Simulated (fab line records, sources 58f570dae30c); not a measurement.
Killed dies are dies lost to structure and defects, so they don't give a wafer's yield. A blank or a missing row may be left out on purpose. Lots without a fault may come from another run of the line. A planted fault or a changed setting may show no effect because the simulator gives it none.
Split-lot experiment | flow berkeley_cmos170 | 5 lots, 23 wafers read, on a route of 331 steps

THE SPLIT
At UCB170_NWELL_IMPLANT_14, the setting dose_cm2 was moved away from the recipe's 1e+13 on 8 of the 23 wafers read, by -5.1% to +7.1%. The other wafers ran this setting at the recipe's value.

FROM THE SPLIT TO THE READING: what the file shows between them, 1 step
- UCB170_NWELL_STRIP_15: strips in O2

THE READING
NWELL_TW, at UCB170_NWELL_TW_MEAS_16. Fault-free wafers of this fab line usually give 1246, standard deviation 9.1.

wafer  | tool, chamber at the split | dose_cm2 as run | against the recipe | NWELL_TW | against lot-mates on the recipe
L075.1 | implanter-04, 0            | 1e+13           | recipe             | 1237     | -
L075.2 | implanter-04, 0            | 1e+13           | recipe             | 1235     | -
L075.3 | implanter-04, 0            | 1e+13           | recipe             | 1233     | -
L075.5 | implanter-04, 0            | 1e+13           | recipe             | 1235     | -
L075.6 | implanter-04, 0            | 1e+13           | recipe             | 1232     | -
L081.2 | implanter-01, 0            | 1e+13           | recipe             | 1242     | -
L081.3 | implanter-01, 0            | 1.071e+13       | +7.1%              | 1270     | +28
L081.4 | implanter-01, 0            | 1.071e+13       | +7.1%              | 1277     | +35
L081.5 | implanter-01, 0            | 1e+13           | recipe             | 1239     | -
L081.6 | implanter-01, 0            | 1e+13           | recipe             | 1244     | -
L083.4 | implanter-04, 0            | 1e+13           | recipe             | 1242     | -
L083.5 | implanter-04, 0            | 1e+13           | recipe             | 1240     | -
L083.6 | implanter-04, 0            | 1e+13           | recipe             | 1239     | -
L085.1 | implanter-01, 0            | 9.485e+12       | -5.1%              | 1221     | -22
L085.2 | implanter-01, 0            | 1e+13           | recipe             | 1242     | -
L085.3 | implanter-01, 0            | 9.485e+12       | -5.1%              | 1223     | -20
L085.5 | implanter-01, 0            | 9.485e+12       | -5.1%              | 1221     | -22
L085.6 | implanter-01, 0            | 1e+13           | recipe             | 1245     | -
L084.1 | implanter-02, 0            | 1.061e+13       | +6.1%              | 1279     | +29
L084.3 | implanter-02, 0            | 1.061e+13       | +6.1%              | 1281     | +31
L084.4 | implanter-02, 0            | 1e+13           | recipe             | 1251     | -
L084.5 | implanter-02, 0            | 1e+13           | recipe             | 1249     | -
L084.6 | implanter-02, 0            | 1.061e+13       | +6.1%              | 1276     | +26

THE FIT
A straight line over all 23 wafers: NWELL_TW changes by +4.9 for each +1% of dose_cm2; r = +0.95; the points scatter about the line by 5.9.
The same after taking each lot's own level away (the mean of its wafers on the recipe; 23 wafers): +4.48 for each +1%; r = +0.99; scatter 2.
On that fit, the largest move of dose_cm2 shifts the reading by 32.
The lots' own levels span 1234.4 to 1250.0, that is 1.7 times the standard deviation above.
So the lot-to-lot level changes the slope little: the two slopes agree.
Check: with one of the wafers moved furthest among these (+7.1%) left out of the fit, the line predicts +33 for it against its lot-mates. It came out at +28.3 against them.

OTHER SPLITS ON THESE WAFERS
These wafers also went through other splits before the reading. Each is held against what the fit with the lots' levels taken away leaves over:
other split on the same wafers    | wafers away from the commonest value | r with NWELL_TW (lot level and that fit taken away)
UCB170_ZERO_COAT_01 resist_thk_nm | 8                                    | +0.17
UCB170_ZERO_SOFTBAKE_02 time_s    | 7                                    | -0.31

THE FILE'S OWN FIT
NWELL_TW changes by +4.51 for each +1% of dose_cm2, r = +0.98.
